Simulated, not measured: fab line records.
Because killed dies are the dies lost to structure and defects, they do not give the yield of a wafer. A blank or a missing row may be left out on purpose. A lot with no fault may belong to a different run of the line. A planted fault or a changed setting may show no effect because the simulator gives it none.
Matching of chambers    flow berkeley_cmos170    rie_si-01 running UCB170_GATE_ETCH_15: 4 sister chambers
The step etches poly-Si in HBr/Cl2, stops on SiO2, time 56.3 s, target depth 278.2 nm. 14 wafers are shown with their chamber, then 7 later ones without.

## WAFERS PAIRED WITH THEIR CHAMBERS
wafer   chamber  throttle_valve_pct (%)  oes_product_au (a.u.)  HBr_flow_sccm (sccm)
L965.1  3        26.08                   0.841                  150.3
L965.3  1        26.28                   0.840                  150.2
L965.5  2        26.29                   0.839                  149.2
L967.1  3        26.08                   0.826                  149.5
L967.3  0        26.25                   0.827                  150.9
L967.5  3        26.09                   0.813                  149.8
L975.3  0        26.23                   0.834                  150.2
L975.4  3        26.09                   0.820                  150.0
L975.6  1        26.28                   0.824                  149.5
L983.1  1        26.26                   0.830                  150.0
L983.2  0        26.26                   0.823                  149.2
L983.3  3        26.07                   0.817                  149.3
L980.1  0        26.24                   0.830                  149.4
L980.4  3        26.09                   0.825                  149.7

SIGNATURES, as means of the wafers listed above
reading             chamber 0  chamber 1  chamber 2  chamber 3  scatter within a chamber
throttle_valve_pct  26.2450    26.2733    26.2900    26.0833    0.0105
oes_product_au      0.82850    0.83133    0.83900    0.82367    0.00822
HBr_flow_sccm       149.925    149.900    149.200    149.767    0.522
Rule: for a wafer and a chamber, the distance is found by dividing, reading by reading, the gap between the wafer's reading and the chamber's mean by the reading's scatter, squaring, summing and taking the root. If the next closest chamber is less than 2 further off than the closest, the wafer can't be placed; otherwise it belongs to the closest. How the scatter is found: for the shown wafers, subtract from each reading the mean of its chamber, square and add these, divide the total by (wafers less chambers), then take the root.

## WAFERS WITH NO CHAMBER GIVEN
wafer   throttle_valve_pct (%)  oes_product_au (a.u.)  HBr_flow_sccm (sccm)
L980.6  26.26                   0.823                  149.6
L985.1  26.28                   0.822                  149.0
L985.2  26.25                   0.833                  149.6
L985.5  26.26                   0.832                  150.1
L987.1  26.29                   0.823                  149.6
L987.3  26.09                   0.812                  150.0
L987.5  26.30                   0.810                  150.1

## EACH ONE'S CHAMBER
wafer   from the rows above           in truth
L980.6  can't be placed: 0 or 1 or 2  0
L985.1  can't be placed: 1 or 2 or 0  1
L985.2  can't be placed: 0 or 1       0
L985.5  can't be placed: 1 or 0       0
L987.1  can't be placed: 1 or 2       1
L987.3  3                             3
L987.5  can't be placed: 1 or 2       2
1 of 7 placed correctly. Can't be placed from these rows: 6 (the true chamber is among the candidates in 6). 0 placed wrongly.
